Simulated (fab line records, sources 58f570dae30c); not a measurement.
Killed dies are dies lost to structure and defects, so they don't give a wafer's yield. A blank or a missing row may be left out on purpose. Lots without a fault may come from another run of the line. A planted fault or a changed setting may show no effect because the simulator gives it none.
fab line records | flow berkeley_cmos170
record lots=14 wafers=42 last_day=12
route steps=331 shown PWELL@48 PSD@182 M1@240
lots that met no fault: from a run of the same line without faults
start_h: hours from the record's first day to the start of the lot's first wafer shown | wait_h: hours since the lot's step before | " the same as in the row above | L1.1+2: a row that stands for several wafers | - no value, or no start given | * or withheld: withheld | < > ~ a bound
route shown NAME@n: a module of which the file shows steps, and the number in the route of the first | usual: mean/standard deviation of fault-free wafers | same: alike in all rows | chamber/n: place in a boat | sites: the reading at each site | _std_site: their standard deviation | _edge_site: outer sites' mean less inner sites' | radius_mm: how far each site lies from the wafer's centre | mask NAME#n: copy n | behind: the tool/chamber that last shaped the wafer | hold: why the lot was held/for how many hours/how that ended | device: the transistor (n, p or np) that didn't switch | end of line: the same wafers' tests at the end of the route | a step without rows: its recipe alone | killed: dies lost to structure and defects at the first sort, not the wafer's yield | map: a wafer's dies, x killed, . not, _ none there
set.NAME: the setting as run; set.NAME@STEP: as run at that earlier step | model.NAME: the simulator's own value behind a step, which no gauge read
steps of the route over a sample of lots; a table a step, a row a wafer
services: from which hour (start_h, from the record's first day; less than 0 if before it) a tool's chamber was out of use, for how many hours, and why
## steps
# step UCB170_PWELL_ETCH_14
# recipe chemistry=CH3F/Ar/O2 target=Si3N4 stop_on=SiO2 CH3F_flow_sccm=20 Ar_flow_sccm=50 O2_flow_sccm=7 pressure_mtorr=50 rf_w=450 target_depth_a=2420 over_etch_frac=0.1 time_s=151
# usual CH3F_flow_sccm=20.00/0.059 O2_flow_sccm=7.001/0.022 drypump_motor_current_A=5.8/0.5 oes_product_au=0.940/0.013 throttle_valve_pct=8.10/0.16
# columns lot.wafer tool chamber start_h wait_h CH3F_flow_sccm O2_flow_sccm drypump_motor_current_A oes_product_au rf_hours_counter_h throttle_valve_pct
L764.2 rie_diel-02 0 44.68 0.0 19.96 6.971 5.4 0.935 151 8.23
L764.4 " 0 " " 19.93 7.006 5.4 0.938 - 8.22
L764.6 " 2 " " 20.00 7.039 5.9 0.935 - 8.27
L765.2 rie_diel-04 2 48.08 0.0 19.99 6.992 4.7 0.946 170 7.98
L765.3 " 3 " " 19.94 6.937 5.9 0.950 167 8.01
L765.5 " 2 " " 19.90 6.948 4.7 0.965 - 7.98
L767.2 rie_diel-04 2 61.05 0.0 19.84 7.038 4.7 0.953 170 7.99
L767.4 " 3 " " 20.00 6.988 5.9 0.948 168 8.03
L767.6 " 2 " " 19.97 7.009 4.8 0.951 - 8.00
L768.1 rie_diel-04 0 66.13 0.0 20.15 6.980 6.3 0.964 26 8.31
L768.2 " 3 " " 19.89 7.034 5.9 0.959 168 8.03
L768.3 " 1 " " 19.95 6.977 5.8 0.944 2 7.79
L772.1 rie_diel-04 0 93.48 0.0 20.07 6.946 6.4 0.956 28 8.32
L772.4 " 1 " " 19.99 6.961 5.8 0.945 - 7.80
L772.6 " 3 " " 19.97 7.034 5.9 0.962 - 8.03
L773.1 rie_diel-02 1 96.92 0.0 20.05 7.007 5.4 0.927 1 8.14
L773.3 " 3 " " 19.93 6.999 5.9 0.935 2 8.11
L773.5 " 2 " " 20.14 7.009 5.8 0.924 - 8.29
L774.1 rie_diel-04 1 96.96 0.0 - - - - - -
L774.3 " 0 " " - - - - - -
L774.6 " 3 " " - - - - - -
L776.1 rie_diel-03 3 107.65 0.0 - - - - - -
L776.2 " 2 " " - - - - - -
L776.5 " 1 " " - - - - - -
L779.1 rie_diel-04 1 119.24 0.0 19.94 7.016 5.8 0.934 4 7.82
L779.2 " 0 " " 20.05 7.040 6.4 0.960 29 8.31
L779.3 " 2 " " 20.01 6.991 4.7 0.926 1 8.00
L781.2 rie_diel-02 3 129.00 0.0 19.99 7.009 5.9 0.924 4 8.12
L781.3 " 1 " " 20.07 7.000 5.4 0.919 3 8.14
L781.6 " 3 " " 19.91 7.005 5.9 0.921 - 8.12
L784.2 rie_diel-04 3 149.06 0.0 19.94 7.011 5.9 0.930 1 8.01
L784.3 " 2 " " 19.98 6.966 4.7 0.926 2 7.99
L784.6 " 0 " " 20.02 7.017 6.4 0.953 - 8.32
L783.2 rie_diel-03 2 149.34 0.0 20.02 6.999 5.2 0.939 1 8.25
L783.3 " 3 " " 20.05 6.997 6.5 0.955 98 8.22
L783.6 " 3 " " 20.03 7.005 6.4 0.955 - 8.21
L786.2 rie_diel-04 3 160.69 0.0 20.05 6.980 5.9 0.932 2 8.01
L786.3 " 1 " " 19.91 7.003 5.8 0.931 7 7.81
L786.4 " 2 " " 20.03 6.980 4.7 0.922 3 8.00
L787.3 rie_diel-02 1 165.46 0.0 20.03 7.046 5.4 0.931 5 8.15
L787.4 " 1 " " 20.00 6.995 5.4 0.922 - 8.14
L787.5 " 2 " " 19.97 7.009 5.8 0.929 - 8.29
# step UCB170_PWELL_STRIP_16
# recipe chemistry=O2 power_w=400 pressure_mtorr=3500 platen_temp_c=withheld o2_flow_sccm=400 overash_fraction=0.5
# usual drypump_motor_current_A=5.7/0.44 oes_product_au=0.721/0.0049 strip_time_to_endpoint_s=18.00/0.073
# columns lot.wafer tool chamber start_h wait_h drypump_motor_current_A oes_product_au rf_hours_counter_h strip_time_to_endpoint_s
L764.2 plasma_asher-04 1 44.93 0.1 5.5 0.721 27 17.99
L764.4 " 0 " " 5.4 0.724 - 17.96
L764.6 " 1 " " 5.5 0.717 - 18.01
L765.2 plasma_asher-01 0 48.33 0.1 5.4 0.715 33 18.04
L765.3 " 0 " " 5.5 0.717 - 17.99
L765.5 " 0 " " 5.4 0.721 - 18.00
L767.2 plasma_asher-02 1 61.31 0.1 5.8 0.718 39 18.06
L767.4 " 1 " " 5.8 0.721 - 18.06
L767.6 " 0 " " 6.5 0.727 - 18.12
L768.1 plasma_asher-01 0 66.38 0.1 5.5 0.720 36 18.00
L768.2 " 1 " " 5.2 0.718 36 18.15
L768.3 " 0 " " 5.4 0.718 - 18.07
L772.1 plasma_asher-02 0 93.73 0.1 6.5 0.714 44 17.96
L772.4 " 1 " " 5.8 0.723 - 18.03
L772.6 " 1 " " 5.8 0.724 - 18.04
L773.1 plasma_asher-01 1 97.17 0.1 5.2 0.728 38 17.93
L773.3 " 0 " " 5.5 0.714 - 17.92
L773.5 " 1 " " 5.2 0.716 - 17.92
L774.1 plasma_asher-04 1 97.21 0.1 5.5 0.737 34 21.71
L774.3 " 0 " " 5.4 0.737 - 21.63
L774.6 " 0 " " 5.4 0.735 - 21.66
L776.1 plasma_asher-02 1 107.90 0.1 5.8 0.736 46 21.47
L776.2 " 0 " " 6.5 0.732 46 21.52
L776.5 " 1 " " 5.8 0.743 - 21.41
L779.1 plasma_asher-01 0 119.49 0.1 5.4 0.719 0 18.07
L779.2 " 1 " " 5.2 0.718 0 17.97
L779.3 " 0 " " 5.5 0.713 - 17.95
L781.2 plasma_asher-01 0 129.25 0.1 5.5 0.723 1 17.96
L781.3 " 1 " " 5.2 0.719 - 17.95
L781.6 " 1 " " 5.2 0.731 - 17.90
L784.2 plasma_asher-02 0 149.32 0.1 6.5 0.730 51 18.06
L784.3 " 1 " " 5.8 0.725 - 18.03
L784.6 " 0 " " 6.5 0.725 - 18.02
L783.2 plasma_asher-04 0 149.59 0.1 5.3 0.719 40 17.97
L783.3 " 0 " " 5.4 0.716 - 17.87
L783.6 " 0 " " 5.4 0.719 - 17.89
L786.2 plasma_asher-02 1 160.94 0.1 5.8 0.720 52 17.96
L786.3 " 0 " " 6.5 0.723 - 18.05
L786.4 " 1 " " 5.8 0.718 - 17.96
L787.3 plasma_asher-01 0 165.74 0.1 5.4 0.732 - 18.05
L787.4 " 1 " " 5.2 0.725 - 17.94
L787.5 " 1 " " 5.2 0.722 - 17.94
# step UCB170_PSD_OVL_MEAS_07
# usual PSD_OVL=-2/5.2
# columns lot.wafer tool chamber start_h wait_h PSD_OVL[nm]
L764.2 overlay-02 - 129.33 0.1 6
L764.4 " - " " -5
L764.6 " - " " -5
L765.2 overlay-02 - 129.60 0.1 -11
L765.3 " - " " -6
L765.5 " - " " -8
L768.1 overlay-02 - 146.54 0.1 -6
L768.2 " - " " -1
L768.3 " - " " -6
L767.2 overlay-02 - 146.82 0.1 -10
L767.4 " - " " -4
L767.6 " - " " -3
L772.1 overlay-02 - 184.77 0.1 8
L772.4 " - " " -6
L772.6 " - " " 0
L773.1 overlay-02 - 185.16 0.1 -13
L773.3 " - " " -6
L773.5 " - " " -7
L779.1 overlay-01 - 199.94 0.1 4
L779.2 " - " " 13
L779.3 " - " " -1
L781.2 overlay-01 - 221.60 0.1 -1
L781.3 " - " " 4
L781.6 " - " " -1
L784.2 overlay-02 - 237.02 0.1 -4
L784.3 " - " " -5
L784.6 " - " " -1
L783.2 overlay-01 - 237.30 0.1 5
L783.3 " - " " 3
L783.6 " - " " 8
L786.2 overlay-01 - 244.36 0.1 -4
L786.3 " - " " -12
L786.4 " - " " -6
L787.3 overlay-01 - 259.72 0.1 -1
L787.4 " - " " -3
L787.5 " - " " 8
# step UCB170_M1_THK_MEAS_02
# recipe thk_meas_gauge=xrf reads=Al_of_M1_SPUTTER_00
# usual M1_AL_THK=600/8.2
# columns lot.wafer tool chamber start_h wait_h M1_AL_THK[nm]
L764.2 film_metro-01 - 139.81 0.1 611
L764.4 " - " " 612
L764.6 " - " " 617
L765.2 film_metro-04 - 141.68 0.1 606
L765.3 " - " " 607
L765.5 " - " " 604
L768.1 film_metro-03 - 156.34 0.1 593
L768.2 " - " " 595
L768.3 " - " " 587
L767.2 film_metro-04 - 157.78 0.1 585
L767.4 " - " " 589
L767.6 " - " " 594
L773.1 film_metro-04 - 195.53 0.1 604
L773.3 " - " " 600
L773.5 " - " " 603
L772.1 film_metro-03 - 195.81 0.1 601
L772.4 " - " " 602
L772.6 " - " " 597
L779.1 film_metro-04 - 210.21 0.1 611
L779.2 " - " " 610
L779.3 " - " " 612
L781.2 film_metro-04 - 231.85 0.1 604
L781.3 " - " " 597
L781.6 " - " " 597
L783.2 film_metro-01 - 246.54 0.1 607
L783.3 " - " " 598
L783.6 " - " " 607
L784.2 film_metro-03 - 247.65 0.1 597
L784.3 " - " " 592
L784.6 " - " " 599
L786.2 film_metro-04 - 257.14 0.1 601
L786.3 " - " " 595
L786.4 " - " " 597
L787.3 film_metro-03 - 271.08 0.1 597
L787.4 " - " " 588
L787.5 " - " " 598
# step UCB170_M1_OVL_MEAS_10
# usual M1_OVL=3/5
# columns lot.wafer tool chamber start_h wait_h M1_OVL[nm]
L764.2 overlay-02 - 141.20 0.1 3
L764.4 " - " " -3
L764.6 " - " " 6
L765.2 overlay-02 - 142.84 0.1 1
L765.3 " - " " 4
L765.5 " - " " 7
L768.1 overlay-02 - 158.05 0.1 11
L768.2 " - " " -8
L768.3 " - " " 7
L767.2 overlay-02 - 159.59 0.1 1
L767.4 " - " " 1
L767.6 " - " " -2
L773.1 overlay-01 - 196.71 0.1 4
L773.3 " - " " 0
L773.5 " - " " 1
L772.1 overlay-02 - 196.99 0.1 -4
L772.4 " - " " -5
L772.6 " - " " 0
L779.1 overlay-01 - 212.07 0.1 5
L779.2 " - " " 2
L779.3 " - " " 8
L781.2 overlay-02 - 232.95 0.1 8
L781.3 " - " " -2
L781.6 " - " " 2
L783.2 overlay-02 - 248.01 0.1 8
L783.3 " - " " 6
L783.6 " - " " 4
L784.2 overlay-02 - 249.44 0.1 1
L784.3 " - " " 11
L784.6 " - " " 2
L786.2 overlay-01 - 258.24 0.1 11
L786.3 " - " " 3
L786.4 " - " " 10
L787.3 overlay-02 - 273.03 0.1 1
L787.4 " - " " 0
L787.5 " - " " -1
## services
# columns tool chamber start_h hours kind
rie_diel-02 0 21.56 6.4 repair
plasma_asher-01 - 24.97 1.9 repair
rie_diel-02 3 27.96 - clean
rie_diel-02 - 61.18 2.0 repair
plasma_asher-01 - 71.49 14.6 pm
rie_diel-04 2 78.69 - clean
rie_diel-04 2 78.69 23.7 scheduled_down
rie_diel-04 2 78.69 23.7 vent_cycle
plasma_asher-04 - 93.20 4.0 repair
rie_diel-02 2 101.81 34.6 repair
rie_diel-04 3 102.43 - clean
rie_diel-04 3 102.43 22.6 scheduled_down
rie_diel-04 3 102.43 22.6 vent_cycle
plasma_asher-01 - 108.75 9.0 pm
plasma_asher-01 0 108.75 9.0 vent_cycle
plasma_asher-01 1 108.75 9.0 vent_cycle
rie_diel-04 2 112.64 2.5 repair
plasma_asher-01 0 117.75 - clean
plasma_asher-01 1 117.75 - clean
rie_diel-03 - 130.47 2.8 pm
rie_diel-04 2 142.40 5.3 repair
rie_diel-03 2 149.59 6.0 repair
rie_diel-04 - 149.81 0.8 repair
plasma_asher-01 - 160.74 2.9 repair
## key
first_sign step=UCB170_PWELL_ETCH_14 reading=tool_record direction=missing
effect step=UCB170_PWELL_STRIP_16 reading=strip_time_to_endpoint_s direction=up sigmas=49 usual=* struck=*
met_at UCB170_PWELL_ETCH_14
struck_lots L774,L776
later_rows_left_out L774.1,L774.3,L774.6,L776.1,L776.2,L776.5
sort_left_out L774.1,L774.3,L774.6,L776.1,L776.2,L776.5
tester_left_out L774,L776
not_acting_at UCB170_PSD_OVL_MEAS_07,UCB170_M1_THK_MEAS_02,UCB170_M1_OVL_MEAS_10
onset_between 93.48 96.96
fault kind=skipped_step_whole tool=rie_diel-03,rie_diel-04 chamber=- onset_h=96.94 steps=UCB170_PWELL_ETCH_14 scope=struck_lots_only
# tester_left_out: of these lots the tester's yield and bins aren't shown, on N5 and GAA mostly nor the transistor test; their killed dies are dies lost to structure and defects alone, not to doping, threshold or leakage, so they don't give the yield
# sort_left_out: the simulated sort isn't trusted on such a fault, so these wafers' sort isn't shown, and their yield isn't known
# later_rows_left_out: the simulator's readings of these wafers behind a module that went badly wrong aren't trusted and aren't shown, but for the sort
